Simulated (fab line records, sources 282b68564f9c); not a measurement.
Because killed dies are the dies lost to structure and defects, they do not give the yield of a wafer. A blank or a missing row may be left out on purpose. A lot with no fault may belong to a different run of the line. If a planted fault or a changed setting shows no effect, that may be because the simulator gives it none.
A struck lot beside a sound one + flow rit_cmos + 27 steps out of a route of 202
Sound: these wafers, L981.1, L981.4, L981.6. Struck: wafers L992.1, L992.4, L992.6. At the end, the cause is stated.
At each step with rows: each side's tool, then ch and its chambers, then its first start. Under that, the readings that differ: sound wafers + struck wafers + difference of the means + sigmas: that difference in standard deviations of wafers without a fault.
alike: readings with means less than 2 such deviations apart, plus words and numbers identical on both sides. not compared: withheld readings, readings lacking a value on some wafer, bounds such as >300 that could conceal the same value, and numbers that have no deviation in the record and whose values overlap.
A row with sigmas, a row that says differs or no value, or rows on one side alone: a step with any of these is where the two part. Numbers that don't overlap but have no deviation are shown without sigmas and don't part them. A reading missing from all wafers of one side parts the sides only when that side holds two or more wafers.

RIT_ACTIVE_BOW_MEAS_00:
  sound on film_metro-02, day 1 20:00; struck on film_metro-03, day 4 03:00
  alike: INCOMING_BOW
then, 1 step without rows for these wafers: RIT_ACTIVE_OXIDATION_01 (target thk 46.8 nm, ox time 3360 s).
RIT_ACTIVE_THK_MEAS_02:
  sound on film_metro-03, day 1 22:52; struck on film_metro-02, day 4 06:14
  alike: ACTIVE_OXIDE_THK
RIT_ACTIVE_CVD_03: deposits Si3N4 from SiH2Cl2/NH3, target thk 150 nm, time 1500 s.
  sound on lpcvd-02 ch 1, day 1 22:56; struck on lpcvd-01 ch 1, day 4 06:18
| reading                                  | sound             | struck            | difference | sigmas |
|------------------------------------------|-------------------|-------------------|------------|--------|
| spike_tc_centre_C (C)                    | 810.5 812.6 812.8 | 839.8 839.2 839.1 | +27.4      | +20    |
| zone_power_centre_pct (%)                | 30.4 30.4 31.0    | 46.6 47.8 46.3    | +16.3      | +6     |
| model.Si3N4_of_ACTIVE_CVD_03.thk_nm (nm) | 150.5 151.1 149.9 | 156 170.3 187.1   | +21        |        |
RIT_ACTIVE_THK_MEAS_04:
  sound on film_metro-04, day 2 00:20; struck on film_metro-04, day 4 07:43
| reading                 | sound             | struck            | difference | sigmas |
|-------------------------|-------------------|-------------------|------------|--------|
| ACTIVE_NITRIDE_THK (nm) | 150.6 151.1 149.9 | 156.0 170.3 186.9 | +20.5      | +15    |
then, 6 steps without rows for these wafers: RIT_ACTIVE_HMDS_05 (prime time 60 s); RIT_ACTIVE_COAT_06 (resist thk 1000 nm); RIT_ACTIVE_SOFTBAKE_07 (time 60 s); RIT_ACTIVE_EXPOSE_08 (exposes mask M1, target cd 1400 nm); RIT_ACTIVE_PEB_09; RIT_ACTIVE_DEVELOP_10 (develop time 50 s).
RIT_ACTIVE_CD_MEAS_11: target cd 1400 nm.
  sound on cd_sem-02, day 2 01:15; struck on cd_sem-02, day 4 08:45
  alike: cd_nm
then, 1 step without rows for these wafers: RIT_ACTIVE_HARDBAKE_12 (time 60 s).
RIT_ACTIVE_ETCH_13: etches Si3N4 in SF6, stops on SiO2, time 210 s, target depth 210 nm.
  sound on rie_diel-04 ch 0,1,2, day 2 01:31; struck on rie_diel-04 ch 0,2, day 4 09:01
| reading                            | sound             | struck            | difference | sigmas |
|------------------------------------|-------------------|-------------------|------------|--------|
| oes_product_au (a.u.)              | 0.807 0.845 0.822 | 0.857 0.886 0.947 | +0.072     | +5     |
| model.etch.depth_nm (nm)           | 150.5 151.1 149.9 | 156 170.3 187.1   | +21        |        |
| model.ACTIVE.feature_depth_nm (nm) | 150.5 151.1 151   | 156 171.5 187.1   | +21        |        |
  alike: drypump_motor_current_A, throttle_valve_pct
  not compared: rf_hours_counter_h
RIT_ACTIVE_STRIP_14: strips in O2, time 180 s.
  sound on plasma_asher-03 ch 0,1, day 2 01:40; struck on plasma_asher-03 ch 0,1, day 4 09:10
  alike: drypump_motor_current_A, rf_refl_power_W
  not compared: rf_hours_counter_h
RIT_ACTIVE_CD_MEAS_90: target cd 1400 nm.
  sound on cd_sem-01, day 2 01:50; struck on cd_sem-02, day 4 09:20
  alike: cd_nm
then, 4 steps without rows for these wafers: RIT_ACTIVE_CLEAN_15 (cleans in SC1, time 600 s); RIT_ACTIVE_CLEAN_16 (cleans in dHF, time 30 s); RIT_ACTIVE_CLEAN_17 (cleans in SC2, time 600 s); RIT_FOX1_OXIDATION_00 (target thk 350.7 nm, ox time 1130 s).
RIT_FOX1_THK_MEAS_01:
  sound on film_metro-04, day 2 04:48; struck on film_metro-01, day 4 11:38
  alike: FOX1_OXIDE_THK
then, 2 steps without rows for these wafers: RIT_FOX1_WET_ETCH_02 (etches SiO2 in BOE, target depth 350 nm, time 390 s); RIT_FOX2_OXIDATION_00 (target thk 350.7 nm, ox time 1130 s).
RIT_FOX2_THK_MEAS_01:
  sound on film_metro-01, day 2 06:19; struck on film_metro-01, day 4 13:07
  alike: FOX2_OXIDE_THK
RIT_FOX2_CLEAN_02: cleans in dHF, time 180 s.
  sound on wet_bench-04 ch 3, day 2 06:22; struck on wet_bench-02 ch 3, day 4 13:11
| reading                                  | sound             | struck            | difference | sigmas |
|------------------------------------------|-------------------|-------------------|------------|--------|
| model.Si3N4_of_ACTIVE_CVD_03.thk_nm (nm) | 131.3 131.9 130.7 | 136.8 151.1 167.8 | +20.6      |        |
then, 1 step without rows for these wafers: RIT_FOX2_WET_ETCH_03 (etches Si3N4 in H3PO4, target depth 195 nm, time 2700 s).
RIT_M1_PROBE_99:
  sound on prober-01, day 4 01:19; struck on prober-01, day 6 04:43
| reading                        | sound          | struck         | difference | sigmas |
|--------------------------------|----------------|----------------|------------|--------|
| model.etest.nldd.width_nm (nm) | 3201 3188 3187 | 3205 3234 3249 | +37        |        |
  alike: killed_at_contacts, killed_at_front_end, killed_dies, killed_open, killed_short

WHERE THEY PART
At RIT_ACTIVE_CVD_03 first; at RIT_ACTIVE_ETCH_13 last (within this record only). Later steps at which nothing parts them and some readings are alike: RIT_ACTIVE_STRIP_14, RIT_ACTIVE_CD_MEAS_90, RIT_FOX1_THK_MEAS_01, RIT_FOX2_THK_MEAS_01, RIT_M1_PROBE_99.

WHY: what the simulator had put in
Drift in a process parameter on lpcvd-01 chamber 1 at RIT_ACTIVE_CVD_03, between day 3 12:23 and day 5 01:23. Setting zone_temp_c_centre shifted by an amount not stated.
